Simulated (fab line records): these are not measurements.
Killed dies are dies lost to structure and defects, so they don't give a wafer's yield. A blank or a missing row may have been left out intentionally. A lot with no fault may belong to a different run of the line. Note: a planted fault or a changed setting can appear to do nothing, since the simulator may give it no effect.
Matching of chambers || flow berkeley_cmos170 || cmp-02 running UCB170_V1_CMP_02: 4 sister chambers
The step polishes SiO2. 8 wafers are shown with their chamber, then 7 later ones without.

## WAFERS WITH THEIR CHAMBER
{"wafer": "L877.4", "chamber": 3, "motor_current_A (A)": 14.1, "edge_zone_pressure_frac": 1.003}
{"wafer": "L881.1", "chamber": 0, "motor_current_A (A)": 18.3, "edge_zone_pressure_frac": 0.999}
{"wafer": "L881.3", "chamber": 2, "motor_current_A (A)": 15.6, "edge_zone_pressure_frac": 0.995}
{"wafer": "L893.2", "chamber": 1, "motor_current_A (A)": 12.5, "edge_zone_pressure_frac": 0.997}
{"wafer": "L893.4", "chamber": 2, "motor_current_A (A)": 15.4, "edge_zone_pressure_frac": 1.000}
{"wafer": "L893.5", "chamber": 3, "motor_current_A (A)": 14.9, "edge_zone_pressure_frac": 1.003}
{"wafer": "L896.1", "chamber": 1, "motor_current_A (A)": 13.2, "edge_zone_pressure_frac": 1.003}
{"wafer": "L896.4", "chamber": 0, "motor_current_A (A)": 17.9, "edge_zone_pressure_frac": 1.001}

## WAFERS WITH NO CHAMBER GIVEN
{"wafer": "L896.6", "motor_current_A (A)": 15.1, "edge_zone_pressure_frac": 1.004}
{"wafer": "L897.1", "motor_current_A (A)": 15.6, "edge_zone_pressure_frac": 1.001}
{"wafer": "L897.3", "motor_current_A (A)": 14.5, "edge_zone_pressure_frac": 1.004}
{"wafer": "L897.5", "motor_current_A (A)": 15.8, "edge_zone_pressure_frac": 1.006}
{"wafer": "L898.3", "motor_current_A (A)": 15.2, "edge_zone_pressure_frac": 1.003}
{"wafer": "L898.5", "motor_current_A (A)": 17.9, "edge_zone_pressure_frac": 0.991}
{"wafer": "L898.6", "motor_current_A (A)": 12.9, "edge_zone_pressure_frac": 1.004}

## EACH ONE'S CHAMBER
{"wafer": "L896.6", "from the rows above": "can't be placed: 3 or 2", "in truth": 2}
{"wafer": "L897.1", "from the rows above": "can't be placed: 2 or 3", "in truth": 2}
{"wafer": "L897.3", "from the rows above": 3, "in truth": 3}
{"wafer": "L897.5", "from the rows above": "can't be placed: 2 or 3", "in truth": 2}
{"wafer": "L898.3", "from the rows above": "can't be placed: 3 or 2", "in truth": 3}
{"wafer": "L898.5", "from the rows above": 0, "in truth": 0}
{"wafer": "L898.6", "from the rows above": 1, "in truth": 1}
Correctly placed: 3 of 7. From these rows, 4 cannot be placed; in 4 the true chamber is one of the candidates. 0 placed wrongly.
How it was worked out, from the rows above alone: a wafer's distance from a chamber is the root of the sum, over the readings, of the square of ((its reading less the chamber's mean) divided by the reading's scatter). If the next closest chamber is less than 2 further off than the closest, the wafer can't be placed; otherwise it belongs to the closest. Each chamber's mean is taken over the wafers shown for it. The scatter: take each reading less its chamber's mean, square it, sum over the shown wafers, divide by the number of wafers less the number of chambers, and take the root.
